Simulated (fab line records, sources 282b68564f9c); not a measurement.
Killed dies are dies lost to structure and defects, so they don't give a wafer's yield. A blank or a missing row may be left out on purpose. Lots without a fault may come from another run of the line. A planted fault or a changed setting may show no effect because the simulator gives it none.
A sampling plan put to the test | flow rit_cmos | one fab line, 34 faults that these records tell of, each judged on the records of the lots that it struck
The plan is the line's own looks: the steps of the route at which a gauge or an inspection reads the wafer and doesn't change it. A look can be judged if struck wafers have a number there and the file gives its usual mean and standard deviation on fault-free wafers. Caught: at a look after the fault's first step, the mean of the struck wafers lies 4 or more of those standard deviations (sigma) from the usual mean. On the tool: the same test on the tool's own readings at the fault's steps. Another recipe on the struck wafers, or a record that is blank for them alone, also counts as caught.

THE FAULTS, as the simulator had put them in
1. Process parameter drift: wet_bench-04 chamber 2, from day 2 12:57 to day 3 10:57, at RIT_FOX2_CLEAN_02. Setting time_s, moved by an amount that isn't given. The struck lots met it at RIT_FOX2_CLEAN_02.
2. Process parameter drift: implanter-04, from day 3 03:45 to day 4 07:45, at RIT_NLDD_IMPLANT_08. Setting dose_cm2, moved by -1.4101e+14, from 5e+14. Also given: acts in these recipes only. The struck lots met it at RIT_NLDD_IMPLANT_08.
3. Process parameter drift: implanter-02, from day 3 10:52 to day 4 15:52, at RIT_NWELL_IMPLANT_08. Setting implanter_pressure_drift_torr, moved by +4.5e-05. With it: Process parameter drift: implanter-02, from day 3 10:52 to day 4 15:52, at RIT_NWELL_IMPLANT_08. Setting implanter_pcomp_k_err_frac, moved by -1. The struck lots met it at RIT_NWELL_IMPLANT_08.
4. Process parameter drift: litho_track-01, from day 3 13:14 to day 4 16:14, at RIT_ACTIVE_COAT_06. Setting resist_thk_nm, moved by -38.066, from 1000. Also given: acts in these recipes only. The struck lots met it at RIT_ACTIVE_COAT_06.
5. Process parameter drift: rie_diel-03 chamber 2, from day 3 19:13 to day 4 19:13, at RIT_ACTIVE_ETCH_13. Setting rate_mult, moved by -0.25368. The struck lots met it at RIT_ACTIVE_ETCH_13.
6. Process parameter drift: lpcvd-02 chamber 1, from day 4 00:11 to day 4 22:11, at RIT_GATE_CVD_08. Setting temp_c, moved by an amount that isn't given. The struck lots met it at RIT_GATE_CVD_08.
7. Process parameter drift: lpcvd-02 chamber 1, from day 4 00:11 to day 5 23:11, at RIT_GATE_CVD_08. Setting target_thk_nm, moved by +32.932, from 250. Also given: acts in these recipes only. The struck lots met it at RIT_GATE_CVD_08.
8. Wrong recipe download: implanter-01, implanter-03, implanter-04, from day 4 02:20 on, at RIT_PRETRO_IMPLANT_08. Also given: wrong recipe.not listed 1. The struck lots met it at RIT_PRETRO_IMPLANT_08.
9. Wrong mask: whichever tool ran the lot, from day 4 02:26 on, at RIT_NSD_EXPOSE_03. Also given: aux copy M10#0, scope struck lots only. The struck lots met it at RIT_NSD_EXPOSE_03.
10. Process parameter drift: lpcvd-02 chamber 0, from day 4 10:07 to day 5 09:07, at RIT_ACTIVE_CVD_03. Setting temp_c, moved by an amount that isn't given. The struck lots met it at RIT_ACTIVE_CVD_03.
11. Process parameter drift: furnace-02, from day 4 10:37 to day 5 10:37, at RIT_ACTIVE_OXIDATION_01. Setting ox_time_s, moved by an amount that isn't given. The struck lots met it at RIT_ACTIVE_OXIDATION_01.
12. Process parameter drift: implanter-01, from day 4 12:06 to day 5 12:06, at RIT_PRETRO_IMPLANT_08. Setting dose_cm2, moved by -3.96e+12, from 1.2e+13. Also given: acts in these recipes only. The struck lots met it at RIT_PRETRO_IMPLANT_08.
13. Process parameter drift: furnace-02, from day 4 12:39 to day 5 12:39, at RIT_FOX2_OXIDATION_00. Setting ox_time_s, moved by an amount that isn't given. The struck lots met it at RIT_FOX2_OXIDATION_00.
14. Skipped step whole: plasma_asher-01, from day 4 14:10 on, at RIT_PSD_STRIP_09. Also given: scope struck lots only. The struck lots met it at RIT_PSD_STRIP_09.
15. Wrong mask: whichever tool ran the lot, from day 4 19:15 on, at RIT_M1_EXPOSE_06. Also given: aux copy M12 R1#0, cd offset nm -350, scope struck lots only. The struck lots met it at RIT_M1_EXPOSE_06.
16. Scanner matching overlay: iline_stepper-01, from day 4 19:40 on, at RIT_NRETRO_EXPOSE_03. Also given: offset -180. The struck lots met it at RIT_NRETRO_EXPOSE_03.
17. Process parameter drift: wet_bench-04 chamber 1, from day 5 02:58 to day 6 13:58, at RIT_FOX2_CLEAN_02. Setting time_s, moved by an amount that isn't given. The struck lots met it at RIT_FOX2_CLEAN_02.
18. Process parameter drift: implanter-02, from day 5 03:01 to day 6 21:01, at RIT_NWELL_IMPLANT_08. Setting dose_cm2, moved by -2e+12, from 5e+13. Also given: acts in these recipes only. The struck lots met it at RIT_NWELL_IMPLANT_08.
19. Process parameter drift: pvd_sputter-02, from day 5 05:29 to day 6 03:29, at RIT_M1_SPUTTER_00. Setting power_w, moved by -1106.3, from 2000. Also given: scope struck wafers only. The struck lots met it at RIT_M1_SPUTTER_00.
20. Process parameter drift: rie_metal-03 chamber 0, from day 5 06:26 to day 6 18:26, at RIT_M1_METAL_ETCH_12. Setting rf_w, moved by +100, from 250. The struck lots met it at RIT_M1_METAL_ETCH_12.
21. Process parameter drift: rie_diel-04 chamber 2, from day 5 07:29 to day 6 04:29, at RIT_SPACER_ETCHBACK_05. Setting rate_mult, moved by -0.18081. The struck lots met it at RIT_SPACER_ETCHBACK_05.
22. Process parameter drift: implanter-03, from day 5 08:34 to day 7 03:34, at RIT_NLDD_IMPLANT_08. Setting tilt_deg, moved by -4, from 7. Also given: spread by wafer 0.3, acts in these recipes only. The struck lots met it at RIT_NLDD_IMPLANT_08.
23. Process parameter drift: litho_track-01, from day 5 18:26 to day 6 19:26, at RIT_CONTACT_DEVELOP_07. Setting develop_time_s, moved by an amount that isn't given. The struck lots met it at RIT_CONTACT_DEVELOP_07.
24. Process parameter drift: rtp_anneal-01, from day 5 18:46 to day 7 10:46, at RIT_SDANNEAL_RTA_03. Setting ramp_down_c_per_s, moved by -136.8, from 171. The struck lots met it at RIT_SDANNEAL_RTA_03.
25. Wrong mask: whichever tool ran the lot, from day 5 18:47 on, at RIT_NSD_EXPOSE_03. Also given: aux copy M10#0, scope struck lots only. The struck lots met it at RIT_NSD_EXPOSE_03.
26. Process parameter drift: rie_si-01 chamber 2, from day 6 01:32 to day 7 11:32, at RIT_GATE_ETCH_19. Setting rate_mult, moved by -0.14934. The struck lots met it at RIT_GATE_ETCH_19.
27. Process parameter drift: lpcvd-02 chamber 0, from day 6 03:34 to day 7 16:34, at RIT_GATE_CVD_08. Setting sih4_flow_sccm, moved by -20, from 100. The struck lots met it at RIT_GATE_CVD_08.
28. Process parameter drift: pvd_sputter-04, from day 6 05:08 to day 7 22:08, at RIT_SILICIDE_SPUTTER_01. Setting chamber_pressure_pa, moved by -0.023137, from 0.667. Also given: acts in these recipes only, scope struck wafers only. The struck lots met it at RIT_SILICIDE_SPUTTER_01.
29. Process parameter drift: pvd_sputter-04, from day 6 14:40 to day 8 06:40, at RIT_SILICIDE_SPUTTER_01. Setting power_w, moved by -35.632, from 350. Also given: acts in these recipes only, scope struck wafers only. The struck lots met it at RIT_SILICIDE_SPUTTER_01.
30. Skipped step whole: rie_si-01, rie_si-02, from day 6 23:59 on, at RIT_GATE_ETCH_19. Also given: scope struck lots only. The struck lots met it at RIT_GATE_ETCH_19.
31. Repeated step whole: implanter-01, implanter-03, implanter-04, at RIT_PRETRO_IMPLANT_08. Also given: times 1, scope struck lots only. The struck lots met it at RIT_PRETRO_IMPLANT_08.
32. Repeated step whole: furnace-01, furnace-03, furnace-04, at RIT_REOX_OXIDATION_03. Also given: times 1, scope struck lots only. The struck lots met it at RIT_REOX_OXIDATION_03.
33. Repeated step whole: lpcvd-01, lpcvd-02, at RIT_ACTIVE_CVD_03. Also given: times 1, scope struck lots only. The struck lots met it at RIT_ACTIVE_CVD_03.
34. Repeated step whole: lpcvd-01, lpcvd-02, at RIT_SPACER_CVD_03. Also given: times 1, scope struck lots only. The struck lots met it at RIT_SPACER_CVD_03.

WHAT THE PLAN SAW
fault | on the tool itself                               | first look that catches it                      | reading, sigma                                                  | median hours from its first step to that look | hours from the fault's start to the first struck lot there | judged looks passed uncaught
1     | run_length_s +57 sigma                           | none of the 8 looks that can be judged after it | strongest: FIELD_OXIDE_LEFT_1_THK at RIT_FOX2_THK_MEAS_90, -2.5 | -                                             | -                                                          | 8
2     | dose_ions_cm2 -99 or beyond sigma                | RIT_NLDD_TW_MEAS_10                             | NLDD_TW -15                                                     | 0.3                                           | 5                                                          | 0
3     | end_station_pressure_torr +99 or beyond sigma    | RIT_NWELL_TW_MEAS_10                            | NWELL_TW +5.4                                                   | 0.3                                           | 9                                                          | 0
4     | no reading that can be judged                    | not the one look that can be judged after it    | -                                                               | -                                             | -                                                          | 1
5     | under 2 sigma                                    | no look after it can be judged                  | -                                                               | -                                             | -                                                          | 0
6     | susceptor_temp_C -99 or beyond sigma             | RIT_GATE_THK_MEAS_09                            | GATE_POLY_THK -81                                               | 1.6                                           | 9                                                          | 0
7     | under 2 sigma                                    | RIT_GATE_THK_MEAS_09                            | GATE_POLY_THK +15                                               | 1.6                                           | 9                                                          | 0
8     | under 2 sigma                                    | RIT_PRETRO_TW_MEAS_10                           | PRETRO_TW +99 or beyond                                         | 0.3                                           | 4                                                          | 0
9     | no reading that can be judged                    | RIT_NSD_TW_MEAS_10                              | NSD_TW -99 or beyond                                            | 0.9                                           | 3                                                          | 0
10    | susceptor_temp_C +61 sigma                       | RIT_ACTIVE_THK_MEAS_04                          | ACTIVE_NITRIDE_THK +50                                          | 1.4                                           | 6                                                          | 0
11    | under 2 sigma                                    | RIT_ACTIVE_THK_MEAS_02                          | ACTIVE_OXIDE_THK +19                                            | 1.9                                           | 4                                                          | 0
12    | dose_ions_cm2 -99 or beyond sigma                | RIT_PRETRO_TW_MEAS_10                           | PRETRO_TW -18                                                   | 0.3                                           | 3                                                          | 0
13    | no reading that can be judged                    | RIT_FOX2_THK_MEAS_01                            | FOX2_OXIDE_THK -21                                              | 1.3                                           | 4                                                          | 0
14    | no reading that can be judged                    | not the one look that can be judged after it    | -                                                               | -                                             | -                                                          | 1
15    | under 2 sigma                                    | RIT_M1_CD_MEAS_09                               | cd_nm -99 or beyond                                             | 0.4                                           | 4                                                          | 0
16    | no reading that can be judged                    | RIT_NRETRO_OVL_MEAS_06                          | NRETRO_OVL -99 or beyond                                        | 0.4                                           | 7                                                          | 0
17    | run_length_s +99 or beyond sigma                 | RIT_FOX2_THK_MEAS_90                            | FIELD_OXIDE_LEFT_1_THK -9.0                                     | 0.8                                           | 5                                                          | 0
18    | dose_ions_cm2 -40 sigma                          | RIT_WELLDRIVE_RS_MEAS_01                        | NWELL_RS +8.2                                                   | 7.0                                           | 10                                                         | 0
19    | cathode_dc_power_W -99 or beyond sigma           | RIT_M1_RS_MEAS_01                               | M1_AL_RS +99 or beyond                                          | 0.3                                           | 3                                                          | 0
20    | rf_fwd_power_W +99 or beyond sigma               | RIT_M1_CD_MEAS_90                               | cd_nm -10                                                       | 0.7                                           | 8                                                          | 0
21    | under 2 sigma                                    | no look after it can be judged                  | -                                                               | -                                             | -                                                          | 0
22    | no reading that can be judged                    | no look after it can be judged                  | -                                                               | -                                             | -                                                          | 0
23    | no reading that can be judged                    | RIT_CONTACT_CD_MEAS_08                          | cd_nm -19                                                       | 0.7                                           | 3                                                          | 0
24    | ramp_down_c_per_s -99 or beyond sigma            | not the one look that can be judged after it    | -                                                               | -                                             | -                                                          | 1
25    | under 2 sigma                                    | RIT_NSD_TW_MEAS_10                              | NSD_TW -99 or beyond                                            | 0.9                                           | 3                                                          | 0
26    | under 2 sigma                                    | no look after it can be judged                  | -                                                               | -                                             | -                                                          | 0
27    | sih4_flow_sccm -66 sigma                         | RIT_GATE_THK_MEAS_09                            | GATE_POLY_THK -24                                               | 1.6                                           | 16                                                         | 0
28    | chamber_pressure_pa -15 sigma                    | RIT_SILICIDE_RS_MEAS_02                         | SILICIDE_TI_RS -5.3                                             | 0.2                                           | 15                                                         | 0
29    | cathode_dc_power_W -99 or beyond sigma           | RIT_SILICIDE_RS_MEAS_02                         | SILICIDE_TI_RS +9.2                                             | 0.2                                           | 5                                                          | 0
30    | the tool's record is blank for the struck wafers | no look after it can be judged                  | -                                                               | -                                             | -                                                          | 0
31    | under 2 sigma                                    | RIT_PRETRO_TW_MEAS_10                           | PRETRO_TW +38                                                   | 0.6                                           | -                                                          | 0
32    | under 2 sigma                                    | RIT_REOX_THK_MEAS_04                            | REOX_OXIDE_THK +29                                              | 5.4                                           | -                                                          | 0
33    | under 2 sigma                                    | RIT_ACTIVE_THK_MEAS_04                          | ACTIVE_NITRIDE_THK +99 or beyond                                | 4.5                                           | -                                                          | 0
34    | under 2 sigma                                    | RIT_SPACER_THK_MEAS_04                          | SPACER_NITRIDE_THK +99 or beyond                                | 4.0                                           | -                                                          | 0
A dash: the fault isn't caught, or these records don't give the number.

Caught at a look: 25 of 34. Caught on the tool: 15 of 34. By one or the other: 28 of 34.
Caught on the tool alone: faults 1, 24, 30.
Caught at a look alone: faults 7, 8, 9, 11, 13, 15, 16, 23, 25, 31, 32, 33, 34.
Caught by neither: faults 4, 5, 14, 21, 22, 26.

THINNER SAMPLING
If the look that catches a fault measured only every second or every third lot, by lot number, the first struck lot would be measured this late in the worst case:
fault | struck lots at that look, in order of time | every lot | every second lot | every third lot
2     | L385, L387, L388                           | 5 h       | 20 h             | may miss all 3
3     | L744, L745                                 | 9 h       | 12 h             | may miss all 2
6     | L561, L562                                 | 9 h       | 13 h             | may miss all 2
7     | L410, L411                                 | 9 h       | 13 h             | may miss all 2
8     | L743, L744, L745, L746                     | 4 h       | 7 h              | 13 h
9     | L249                                       | 3 h       | may miss it      | may miss it
10    | L879, L881                                 | 6 h       | may miss all 2   | may miss all 2
11    | L292, L293, L295                           | 4 h       | 10 h             | may miss all 3
12    | L740, L741, L742                           | 3 h       | 8 h              | 12 h
13    | L687, L688                                 | 4 h       | 10 h             | may miss all 2
15    | L695                                       | 4 h       | may miss it      | may miss it
16    | L260, L263, L264                           | 7 h       | 22 h             | may miss all 3
17    | L467                                       | 5 h       | may miss it      | may miss it
18    | L773, L774                                 | 10 h      | 14 h             | may miss all 2
19    | L873                                       | 3 h       | may miss it      | may miss it
20    | L771, L774                                 | 8 h       | 23 h             | may miss all 2
23    | L979, L981                                 | 3 h       | may miss all 2   | may miss all 2
25    | L578                                       | 3 h       | may miss it      | may miss it
27    | L927                                       | 16 h      | may miss it      | may miss it
28    | L961                                       | 15 h      | may miss it      | may miss it
29    | L828, L830                                 | 5 h       | may miss all 2   | may miss all 2
Hours are from the fault's start to the first struck lot that is measured. The limit of 4 sigma was tested on all struck wafers together, so one lot alone may lie under it. Other struck lots may not be in these records.

THE LONGEST TIMED WAY FROM STEP TO LOOK
Fault 18: a median of 7.0 hours passes between RIT_NWELL_IMPLANT_08 and RIT_WELLDRIVE_RS_MEAS_01. No look between them can be judged.
